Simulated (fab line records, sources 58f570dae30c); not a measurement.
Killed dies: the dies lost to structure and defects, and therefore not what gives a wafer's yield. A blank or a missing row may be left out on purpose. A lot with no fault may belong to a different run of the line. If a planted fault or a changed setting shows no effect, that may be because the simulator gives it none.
Check for tools in common	flow berkeleyCmos170	Sampled: 14 lots, 48 wafers

== WHY THIS WAS OPENED ==
Of 14 lots, 2 have the reading V2_TEOS_THK flagged at UCB170_V2_THK_MEAS_01. Fault-free wafers read 1997 nm, with a standard deviation of 22.
Rule: a lot is flagged when every wafer of it that has a number lies more than 4 standard deviations from that mean, or none has a number. The rest of the lots are taken to be sound.

lot	measured	on	V2_TEOS_THK (nm), wafer by wafer	flag
L502	day 7 06:19	filmMetro-01	1976 1986 2020	
L503	day 7 06:52	filmMetro-01	1972 1977 2011	
L504	day 8 03:16	filmMetro-02	1940 1993 2018	
L505	day 8 03:29	filmMetro-04	2003 1984 1993	
L507	day 8 07:58	filmMetro-01	1995 2025 2031	
L508	day 8 18:02	filmMetro-04	1993 1984 2031	
L511	day 9 10:02	filmMetro-01	2192 2229 2224 2192 2227 2222	FLAGGED
L510	day 9 10:41	filmMetro-02	1957 1952 1996	
L512	day 9 10:49	filmMetro-02	2164 2207 2229 2165 2207 2228	FLAGGED
L509	day 9 11:01	filmMetro-02	1962 1959 1992	
L517	day 10 11:10	filmMetro-04	1977 1959 2000	
L520	day 11 04:11	filmMetro-02	2007 2029 2025	
L521	day 11 10:31	filmMetro-02	2001 1980 2006	
L522	day 12 06:35	filmMetro-01	1982 2000 2008	
The mean of the flagged lots' numbers is 2207 nm, +210 nm from the usual (+10 standard deviations).

== LOT BY LOT: THE TOOL USED ==
The record holds 1 process step before the reading, out of a route of 331 steps. Cell contents, in order: the tool; ch with the chambers the sampled wafers went through; the start.
lot	flag	UCB170_V2_CVD_00
L502		pecvd-04 ch 1,2, day 7 06:10
L503		pecvd-01 ch 0,1,2, day 7 06:43
L504		pecvd-03 ch 1,2, day 8 03:05
L505		pecvd-01 ch 0,1,2, day 8 03:20
L507		pecvd-04 ch 0,1, day 8 07:47
L508		pecvd-04 ch 0,1,2, day 8 17:53
L511	FLAGGED	pecvd-04 ch 1,2, day 9 09:52
L510		pecvd-03 ch 0,1, day 9 10:32
L512	FLAGGED	pecvd-04 ch 0,1, day 9 10:39
L509		pecvd-03 ch 0,2, day 9 10:52
L517		pecvd-01 ch 0,1, day 10 11:01
L520		pecvd-01 ch 0,1,2, day 11 04:01
L521		pecvd-01 ch 0,1, day 11 10:19
L522		pecvd-03 ch 0,2, day 12 06:25
These steps, and what they do:
- UCB170_V2_CVD_00: deposits SiO2 from TEOS/O2, target thk 2000 nm, time 250 s.
- UCB170_V2_THK_MEAS_01

== FLAGGED OVER TOTAL, TOOL BY TOOL (the gauges that took the reading come last) ==
step	tool	lots run	flagged	share of the flagged lots	sound lots run after its first flagged lot
UCB170_V2_CVD_00	pecvd-01	5	0	none	-
UCB170_V2_CVD_00	pecvd-03	4	0	none	-
UCB170_V2_CVD_00	pecvd-04	5	2	all	0
UCB170_V2_THK_MEAS_01	filmMetro-01	5	1	some	1 (L522)
UCB170_V2_THK_MEAS_01	filmMetro-02	6	1	some	3 (L509,L520,L521)
UCB170_V2_THK_MEAS_01	filmMetro-04	3	0	none	-

== THE TABLE: WHAT IT ALLOWS ==
Rows of the table that ran each flagged lot: 1, that is pecvd-04 at UCB170_V2_CVD_00.
- pecvd-04 at UCB170_V2_CVD_00: 2 of its 5 lots flagged. A fault beginning between L508 (day 8 17:53), its last sound lot, and L511 (day 9 09:52), its first flagged one, fits the data. Its own readings (rfFwdPowerW) fall more than 4 standard deviations out on all wafers of the flagged lots.
Just one tool remains: pecvd-04 at UCB170_V2_CVD_00.

== WHAT THE SIMULATOR HAD INSERTED ==
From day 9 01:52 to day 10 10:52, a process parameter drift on pecvd-04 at UCB170_V2_CVD_00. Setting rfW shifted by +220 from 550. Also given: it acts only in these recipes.
Lots struck among those shown: L511, L512. The same result came from the rule above.
